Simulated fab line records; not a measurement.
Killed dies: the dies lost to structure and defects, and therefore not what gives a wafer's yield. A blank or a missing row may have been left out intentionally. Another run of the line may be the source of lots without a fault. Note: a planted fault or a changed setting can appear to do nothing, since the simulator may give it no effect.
A lot that was struck, set against a sound lot	flow rit_cmos	17 steps out of a route of 202
Sound: these wafers, L581.1, L581.5, L581.6. Wafers L583.1, L583.2, L583.6 were the ones struck. The cause is named last.
Order at every step that has rows: each side's tool, ch and its chambers, its first start. Under that, the readings that differ: sound wafers	struck wafers	difference of the means	sigmas: that difference in standard deviations of wafers without a fault.
alike: readings whose means differ by less than 2 such deviations, and words and numbers that are the same on both sides. not compared: withheld readings, readings that some wafer has no value for, bounds like >300 that may hide the same value, and numbers for which the record gives no deviation and whose values overlap.
Wherever a step has rows on one side only, a row that says differs or no value, or a row with sigmas, the two part there. When numbers do not overlap yet have no deviation, they are printed without sigmas and do not part them. A reading that every wafer of one side lacks parts them only if that side has two wafers or more.

first, 1 step without rows for these wafers: RIT_PSD_IMPLANT_08.
RIT_PSD_STRIP_09: strips in O2, time 180 s.
  sound on plasma_asher-02 ch 0,1, day 5 15:13; struck on plasma_asher-04 ch 0,1, day 6 03:49
  alike: chamber_pressure_mTorr, drypump_motor_current_A
  not compared: rf_hours_counter_h
RIT_PSD_TW_MEAS_10:
  sound: film_metro-02 at day 5 15:24; struck: film_metro-04 at day 6 03:59
  alike: PSD_TW
then, 3 steps without rows for these wafers: RIT_SDANNEAL_CLEAN_00 (cleans in SC1, time 600 s); RIT_SDANNEAL_CLEAN_01 (cleans in dHF, time 30 s); RIT_SDANNEAL_CLEAN_02 (cleans in SC2, time 600 s).
RIT_SDANNEAL_RTA_03: time 5 s.
  sound on rtp_anneal-01 ch 0, day 5 15:50; struck on rtp_anneal-01 ch 0, day 6 04:25
  alike: wafer_temp_C_max
RIT_SDANNEAL_RS_MEAS_04: the measuring method here is four-point-probe.
  sound: film_metro-04 at day 5 15:54; struck: film_metro-02 at day 6 04:28
  alike: PSD_RS
RIT_SDANNEAL_RS_MEAS_05: the measuring method here is four-point-probe.
  sound: film_metro-04 at day 5 16:01; struck: film_metro-02 at day 6 04:35
  alike: NSD_RS
RIT_SDANNEAL_RS_MEAS_06: the measuring method here is four-point-probe.
  sound: film_metro-04 at day 5 16:08; struck: film_metro-02 at day 6 04:43
  alike: PLDD_RS
RIT_SDANNEAL_RS_MEAS_07: the measuring method here is four-point-probe.
  sound: film_metro-04 at day 5 16:16; struck: film_metro-02 at day 6 04:50
  alike: NLDD_RS
then, 1 step without rows for these wafers: RIT_SILICIDE_WET_ETCH_00 (etches SiO2 in BOE, target depth 14 nm, time 15 s).
RIT_SILICIDE_SPUTTER_01: material Ti, target thk 30 nm, time 240 s.
  sound: pvd_sputter-01 at day 5 16:24; struck: pvd_sputter-01 at day 6 05:17
  alike: cathode_dc_power_W, throttle_valve_pct
RIT_SILICIDE_RS_MEAS_02: the measuring method here is four-point-probe.
  sound: film_metro-02 at day 5 16:33; struck: film_metro-03 at day 6 05:26
reading	sound	struck	difference	sigmas
SILICIDE_TI_RS (ohm/sq)	48.6 49.3 49.2	21.0 21.3 21.5	-27.8	-31
RIT_SILICIDE_THK_MEAS_03: measures by xrf.
  sound: film_metro-02 at day 5 16:40; struck: film_metro-03 at day 6 05:33
reading	sound	struck	difference	sigmas
SILICIDE_TI_THK (nm)	29.5 29.3 29.4	58.9 58.6 58.1	+29.1	+65
RIT_SILICIDE_RTA_04: time 10 s, ramp up 5 s, ramp down 5 s.
  sound on rtp_anneal-02 ch 0, day 5 16:44; struck on rtp_anneal-02 ch 0, day 6 05:37
  alike: wafer_temp_C_max
RIT_M1_PROBE_99:
  sound: prober-01 at day 5 23:14; struck: prober-01 at day 6 13:43
  alike: killed_at_front_end, killed_dies, killed_open, killed_short

## WHERE THEY PART
Last at RIT_SILICIDE_THK_MEAS_03 as far as this record goes, first at RIT_SILICIDE_RS_MEAS_02. Later steps at which nothing parts them and some readings are alike: RIT_SILICIDE_RTA_04, RIT_M1_PROBE_99.

WHY: whatever the simulator had introduced
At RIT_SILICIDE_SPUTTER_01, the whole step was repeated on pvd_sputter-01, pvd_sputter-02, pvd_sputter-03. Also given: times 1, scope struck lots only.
